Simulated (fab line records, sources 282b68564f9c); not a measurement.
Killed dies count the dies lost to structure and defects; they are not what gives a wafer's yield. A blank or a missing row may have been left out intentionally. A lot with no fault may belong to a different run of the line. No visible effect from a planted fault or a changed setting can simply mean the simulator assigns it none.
A struck lot beside a sound one ; flow rit-cmos ; 16 out of 202 route steps
Sound: these wafers, L848.1, L848.2, L848.3. Wafers L852.4, L852.5, L852.6 were the ones struck. The cause is given at the end.
Order at every step that has rows: each side's tool, ch and its chambers, its first start. Under that, the readings that differ: sound wafers ; struck wafers ; difference of the means ; sigmas: that difference in standard deviations of wafers without a fault.
alike: words and numbers the same on both sides, and readings whose means are apart by under 2 such deviations; not compared: readings that were withheld, readings missing a value for some wafer, numbers with overlapping values and no deviation given by the record, and bounds like >300 which may hide the same value.
Wherever a step has rows on one side only, a row that says differs or no value, or a row with sigmas, the two part there. When numbers do not overlap yet have no deviation, they are printed without sigmas and do not part them. Lack of a reading on every wafer of one side parts them only where that side has two or more wafers.

RIT_ACTIVE_BOW_MEAS_00:
  sound: film-metro-03 at day 4 13:00; struck: film-metro-03 at day 5 09:04
  alike: INCOMING_BOW
then, 1 step without rows for these wafers: RIT_ACTIVE_OXIDATION_01 (target thk 46.8 nm, ox time 3360 s).
RIT_ACTIVE_THK_MEAS_02:
  sound: film-metro-04 at day 4 16:05; struck: film-metro-01 at day 5 11:51
  alike: ACTIVE_OXIDE_THK
then, 1 step without rows for these wafers: RIT_ACTIVE_CVD_03 (deposits Si3N4 from SiH2Cl2/NH3, target thk 150 nm, time 1500 s).
RIT_ACTIVE_THK_MEAS_04:
  sound: film-metro-01 at day 4 17:34; struck: film-metro-03 at day 5 13:20
  alike: ACTIVE_NITRIDE_THK
then, 1 step without rows for these wafers: RIT_ACTIVE_HMDS_05 (prime time 60 s).
RIT_ACTIVE_COAT_06: resist thk 1000 nm.
  sound on litho-track-04 ch 0, day 4 17:47; struck on litho-track-02 ch 0, day 5 13:35
reading;sound;struck;difference;sigmas
spin-speed-rpm (rpm);3249.6 3250.7 3250.1;3525.0 3528.3 3527.9;+276.9;+99
model.NOVOLAK_of_ACTIVE_COAT_06.thk-nm (nm);1004 999.7 1001;957.8 958.6 959.7;-42.9;
  alike: resist-line-temp-C
then, 4 steps without rows for these wafers: RIT_ACTIVE_SOFTBAKE_07 (time 60 s); RIT_ACTIVE_EXPOSE_08 (exposes mask M1, target cd 1400 nm); RIT_ACTIVE_PEB_09; RIT_ACTIVE_DEVELOP_10 (develop time 50 s).
RIT_ACTIVE_CD_MEAS_11 targets a cd of 1400 nm.
  sound: cd-sem-02 at day 4 18:39; struck: cd-sem-02 at day 5 14:23
  alike: cd-nm
then, 1 step without rows for these wafers: RIT_ACTIVE_HARDBAKE_12 (time 60 s).
RIT_ACTIVE_ETCH_13: etches Si3N4 in SF6, stops on SiO2, time 210 s, target depth 210 nm.
  sound on rie-diel-03 ch 0,2,3, day 4 18:55; struck on rie-diel-03 ch 1,2,3, day 5 14:47
reading;sound;struck;difference;sigmas
rf-hours-counter-h (h);13 4 5;- - -;no value on the struck wafers;
model.NOVOLAK_of_ACTIVE_COAT_06.thk-nm (nm);659.8 652.9 654.4;617 619.7 619.3;-37;
  alike: SF6_flow_sccm, drypump-motor-current-A, oes-product-au, throttle-valve-pct
RIT_ACTIVE_STRIP_14: strips in O2, time 180 s.
  sound on plasma-asher-01 ch 0,1, day 4 19:03; struck on plasma-asher-02 ch 0,1, day 5 14:55
  alike: drypump-motor-current-A
  not compared: rf-hours-counter-h
RIT_M1_PROBE_99:
  sound: prober-01 at day 6 21:08; struck: prober-01 at day 7 11:59
  alike: killed-at-front-end, killed-dies, killed-on-rim, killed-open, killed-short

## WHERE THEY PART
First at RIT_ACTIVE_COAT_06; last, within this record, at RIT_ACTIVE_ETCH_13. Later steps at which nothing parts them and some readings are alike: RIT_ACTIVE_STRIP_14, RIT_M1_PROBE_99.

WHY: whatever the simulator had introduced
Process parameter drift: litho-track-02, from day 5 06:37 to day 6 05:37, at RIT_ACTIVE_COAT_06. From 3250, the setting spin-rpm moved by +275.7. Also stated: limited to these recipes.
